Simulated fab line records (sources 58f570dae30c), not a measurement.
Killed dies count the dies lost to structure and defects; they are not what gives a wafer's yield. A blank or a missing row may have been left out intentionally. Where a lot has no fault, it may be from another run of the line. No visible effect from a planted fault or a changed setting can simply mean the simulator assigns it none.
What tool caused it? || flow berkeley cmos170 || 14 lots, 42 wafers sampled, at 2 steps of a route of 331

== WHAT EACH GAUGE READ, for each wafer ==
UCB170_NVT_OVL_MEAS_06.
{"lot": "L673", "measured": "day 6 12:57", "on": "overlay-01", "NVT_OVL (nm)": "-7 -2 1"}
{"lot": "L676", "measured": "day 6 16:24", "on": "overlay-01", "NVT_OVL (nm)": "-4 4 -2"}
{"lot": "L677", "measured": "day 7 02:25", "on": "overlay-01", "NVT_OVL (nm)": "1 11 5"}
{"lot": "L679", "measured": "day 7 23:37", "on": "overlay-02", "NVT_OVL (nm)": "5 8 2"}
{"lot": "L678", "measured": "day 7 23:37", "on": "overlay-01", "NVT_OVL (nm)": "4 3 10"}
{"lot": "L687", "measured": "day 9 00:06", "on": "overlay-02", "NVT_OVL (nm)": "-4 -8 -6"}
{"lot": "L686", "measured": "day 9 00:23", "on": "overlay-02", "NVT_OVL (nm)": "15 17 6"}
{"lot": "L690", "measured": "day 10 13:18", "on": "overlay-02", "NVT_OVL (nm)": "3 8 -4"}
{"lot": "L695", "measured": "day 10 22:37", "on": "overlay-02", "NVT_OVL (nm)": "2 8 10"}
{"lot": "L693", "measured": "day 10 22:53", "on": "overlay-01", "NVT_OVL (nm)": "2 1 4"}
{"lot": "L692", "measured": "day 10 23:00", "on": "overlay-02", "NVT_OVL (nm)": "4 8 8"}
{"lot": "L691", "measured": "day 10 23:01", "on": "overlay-01", "NVT_OVL (nm)": "1 5 4"}
{"lot": "L694", "measured": "day 10 23:10", "on": "overlay-02", "NVT_OVL (nm)": "7 2 -3"}
{"lot": "L696", "measured": "day 11 11:23", "on": "overlay-02", "NVT_OVL (nm)": "-1 -4 0"}

UCB170_NVT_TW_MEAS_09.
{"lot": "L673", "measured": "day 6 13:14", "on": "film metro-02", "NVT_TW": "525 519 520"}
{"lot": "L676", "measured": "day 6 16:42", "on": "film metro-03", "NVT_TW": "529 528 530"}
{"lot": "L677", "measured": "day 7 02:42", "on": "film metro-01", "NVT_TW": "518 518 518"}
{"lot": "L679", "measured": "day 7 23:54", "on": "film metro-02", "NVT_TW": "517 521 520"}
{"lot": "L678", "measured": "day 7 23:55", "on": "film metro-03", "NVT_TW": "531 530 530"}
{"lot": "L687", "measured": "day 9 00:23", "on": "film metro-02", "NVT_TW": "524 526 524"}
{"lot": "L686", "measured": "day 9 00:40", "on": "film metro-01", "NVT_TW": "522 521 518"}
{"lot": "L690", "measured": "day 10 13:35", "on": "film metro-01", "NVT_TW": "523 522 522"}
{"lot": "L695", "measured": "day 10 22:53", "on": "film metro-02", "NVT_TW": "524 519 524"}
{"lot": "L693", "measured": "day 10 23:10", "on": "film metro-01", "NVT_TW": "521 520 523"}
{"lot": "L692", "measured": "day 10 23:17", "on": "film metro-03", "NVT_TW": "531 532 531"}
{"lot": "L691", "measured": "day 10 23:19", "on": "film metro-01", "NVT_TW": "521 522 524"}
{"lot": "L694", "measured": "day 10 23:26", "on": "film metro-02", "NVT_TW": "523 521 521"}
{"lot": "L696", "measured": "day 11 11:41", "on": "film metro-01", "NVT_TW": "520 519 519"}

== TOOL THAT RAN EACH LOT (tool first, then ch and the chambers of the sampled wafers, then the start) ==
The record holds no process step before these readings.

== WHAT THE TOOLS THEMSELVES READ (means of the sampled wafers that have a number; where no wafer has one, the mark that the record gives instead) ==
The record holds no such reading with a usual standard deviation.

== THE ANSWER, worked out from the rows above alone ==
Rule: the usual values come from the lots themselves. Put in order of their means at a reading, lots are off if they are a third of the lots or fewer, leave a main group of 4 or more, and stand apart from it by a gap of 3 or more times the standard deviation of the main group's means; of several such gaps the widest counts. A main group is skipped when, at the precision printed for the reading in the tables above, its means are all equal. Also off: a lot with no number at a reading for which 4 or more lots have one. Where the step has rows for the other lots, those lots are counted as sound. Order of review: gauges by route order, followed by the tools' own readings, for which a lot's mean as printed above is used. The first step at which some lot is off is used, and at that step the reading that is off furthest; a lot without a number counts as furthest.
Nothing can be told from this: no lot is off at any reading shown.

== WHAT THE SIMULATOR HAD INSERTED ==
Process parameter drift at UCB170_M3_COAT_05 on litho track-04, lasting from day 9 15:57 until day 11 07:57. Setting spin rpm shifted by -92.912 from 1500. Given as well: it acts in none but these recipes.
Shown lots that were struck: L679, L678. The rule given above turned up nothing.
